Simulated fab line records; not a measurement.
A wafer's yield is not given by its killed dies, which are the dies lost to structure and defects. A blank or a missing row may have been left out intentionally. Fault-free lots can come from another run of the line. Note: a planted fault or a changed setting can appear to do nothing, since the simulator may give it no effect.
Code-filled problem report in 8D (eight disciplines) form    flow berkeley cmos170    the parts of the form that need people (team, actions taken, sign-off) are left out

1. WHAT WENT WRONG
Mean SPACER_TEOS_THK at UCB170_SPACER_THK_MEAS_01: 421 nm over 6 wafers in 2 lots; fault-free wafers: 377 nm, standard deviation 4.6. That is +9.5 standard deviations from the usual mean.
First observed at day 9 18:40: wafer L317.2, on film metro-03. The record holds 42 wafers of 14 lots with a number at this step. The rule behind "out" and "out of limits": a value lying over 4 standard deviations away from the usual mean. All remaining wafers that have a number are taken as sound.

2. WHAT IT IS; WHAT IT IS NOT
question                     is                            is not
which readings at this step  SPACER_TEOS_THK               -
which lots                   L317, L320                    L304, L305, L306, L307, L308, L310, L311, L321, L322, L324, L325, L326
which wafers of those lots   all that have a number        -
read on which gauges         film metro-01, film metro-03  film metro-04
when                         from day 9 18:40              up to then (21 sound wafers); but 15 sound wafers of L321, L322, L324, L325, L326 came after

3. WHAT RULES OUT EACH SUSPECT
Counting: a tool at a process step up to the reading stays a suspect if it ran every lot that is out and no sound lot after the first of them.
- the gauge at UCB170_SPACER_THK_MEAS_01: ruled out. Those wafers that are out were read across 2 gauges (film metro-01, film metro-03).
- pecvd-01 at UCB170_SPACER_CVD_00 (deposits SiO2 from TEOS/O2, target thk 376 nm, time 47 s): kept. It processed each lot that is out, first L317 at day 9 18:37, and no sound lot thereafter; up to then, the last sound lot it processed was L311 at day 7 19:22.
After counting, what remains is pecvd-01 at UCB170_SPACER_CVD_00.

4. THE CAUSE (what the simulator had put in)
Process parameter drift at UCB170_SPACER_CVD_00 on pecvd-01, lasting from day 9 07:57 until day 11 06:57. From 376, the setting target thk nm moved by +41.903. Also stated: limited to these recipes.
Only this tool survived the counting.

5. SEQUENCE OF EFFECTS, ordered by route
One row per reading whose mean, taken over the struck wafers that have a number, lies over 3 standard deviations from the usual. Scope: only readings with a usual standard deviation given in the record; hours: median across lots of the time from each lot's start at the first step in this table that gives one to its start at this step; sigmas: change in usual standard deviations.
hours  step                       reading          usual       on struck wafers  change  sigmas
0      UCB170_SPACER_THK_MEAS_01  SPACER_TEOS_THK  377 nm      421               +44     +9.5
5      UCB170_SPACER_ETCHBACK_03  oes product au   0.900 a.u.  0.983             +0.083  +5.2
Process steps it contains:
- UCB170_SPACER_ETCHBACK_03: etches SiO2 in CHF3/CF4/Ar, stops on Si, target depth 376 nm, time 100 s.

6. HOW IT WOULD HAVE BEEN CAUGHT EARLIER
The first out-of-limits reading at a measuring or inspecting step in this record came at day 9 18:40, 11 hours after the fault's start at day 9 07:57.
An alarm limit of 4 standard deviations would not have fired on the tool readings at UCB170_SPACER_CVD_00 for which the record gives a usual standard deviation, since none of them was out on any struck wafer.
Lots out: 2; of these, L320 started UCB170_SPACER_CVD_00 on pecvd-01 after day 9 18:40. It would have been spared by a hold on the tool at that moment.
